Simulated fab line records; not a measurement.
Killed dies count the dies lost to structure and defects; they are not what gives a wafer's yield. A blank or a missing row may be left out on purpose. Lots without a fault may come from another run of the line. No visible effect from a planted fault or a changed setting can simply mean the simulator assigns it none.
8D (eight disciplines) problem report, filled in by code | flow rit cmos | the parts of the form that need people (team, actions taken, sign-off) are left out

## 1. WHAT IS WRONG
NWELL_TW at RIT_NWELL_TW_MEAS_10 reads a mean of 2330 on 6 wafers of 2 lots; wafers without a fault read 2148 with a standard deviation of 15. Relative to the usual mean, that is a shift of +12 standard deviations.
First observed at day 4 00:43: wafer L430.1, on film metro-01. Wafers with a number at this step in the record: 42, from 14 lots. By rule, "out" or "out of limits" means more than 4 standard deviations away from the usual mean. The other wafers with a number count as sound.

## 2. WHAT IT IS, WHAT IT ISN'T
question                    | is                           | is not
which readings at this step | NWELL_TW                     | -
which lots                  | L430, L433                   | L420, L421, L422, L423, L424, L425, L426, L429, L432, L437, L441, L442
which wafers of those lots  | all that have a number       | -
read on which gauges        | film metro-01, film metro-04 | film metro-02
when                        | from day 4 00:43             | up to then (24 sound wafers); but 12 sound wafers of L432, L437, L441, L442 came after

## 3. THE SUSPECTS, EACH WITH WHAT RULES IT OUT
Counting: a tool stays on the suspect list if, at a process step up to the reading, it processed all lots that are out and no sound lot following the first of them.
- the gauge at RIT_NWELL_TW_MEAS_10: ruled out. 2 gauges (film metro-01, film metro-04) read the wafers that are out.
- implanter-01 at RIT_NWELL_IMPLANT_08: kept. It processed each lot that is out, first L430 at day 4 00:23, and no sound lot thereafter; up to then, the last sound lot it processed was L429 at day 3 20:02. Its own readings are out on those wafers: dose ions cm2, faraday current uA.
The count leaves implanter-01 at RIT_NWELL_IMPLANT_08.

## 4. THE CAUSE (what the simulator had put in)
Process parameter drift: implanter-01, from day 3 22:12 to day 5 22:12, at RIT_NWELL_IMPLANT_08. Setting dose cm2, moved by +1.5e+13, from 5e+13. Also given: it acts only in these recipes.
Only this tool survived the counting.

## 5. THE CHAIN OF EFFECTS, in route order
Rows list readings where the struck wafers' mean (over those with a number) sits beyond 3 standard deviations from the usual. Scope: only readings with a usual standard deviation given in the record; hours: median across lots of the time from each lot's start at the first step in this table that gives one to its start at this step; sigmas: change in usual standard deviations.
hours | step                     | reading            | usual        | on struck wafers | change     | sigmas
0     | RIT_NWELL_IMPLANT_08     | dose ions cm2      | 4.999e+13    | 6.502e+13        | +1.502e+13 | +99 or more
0     | RIT_NWELL_IMPLANT_08     | faraday current uA | 159          | 206              | +47        | +15
0     | RIT_NWELL_TW_MEAS_10     | NWELL_TW           | 2148         | 2330             | +182       | +12
8     | RIT_WELLDRIVE_RS_MEAS_01 | NWELL_RS           | 275.6 ohm/sq | 235.2            | -40.4      | -52
It contains these process steps:
- RIT_NWELL_IMPLANT_08

## 6. HOW IT WOULD HAVE BEEN CAUGHT EARLIER
Counted from the fault's start at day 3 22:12, it took 3 hours until the first out-of-limits reading at a measuring or inspecting step in this record, taken at day 4 00:43.
Tool's own readings at RIT_NWELL_IMPLANT_08, dose ions cm2, faraday current uA: out on all struck wafers the step has rows for; an alarm limit on them would have tripped on the first.
L433, from the lots that are out (2), started RIT_NWELL_IMPLANT_08 on implanter-01 later than day 4 00:43. Had the tool been put on hold then, it would have been spared.
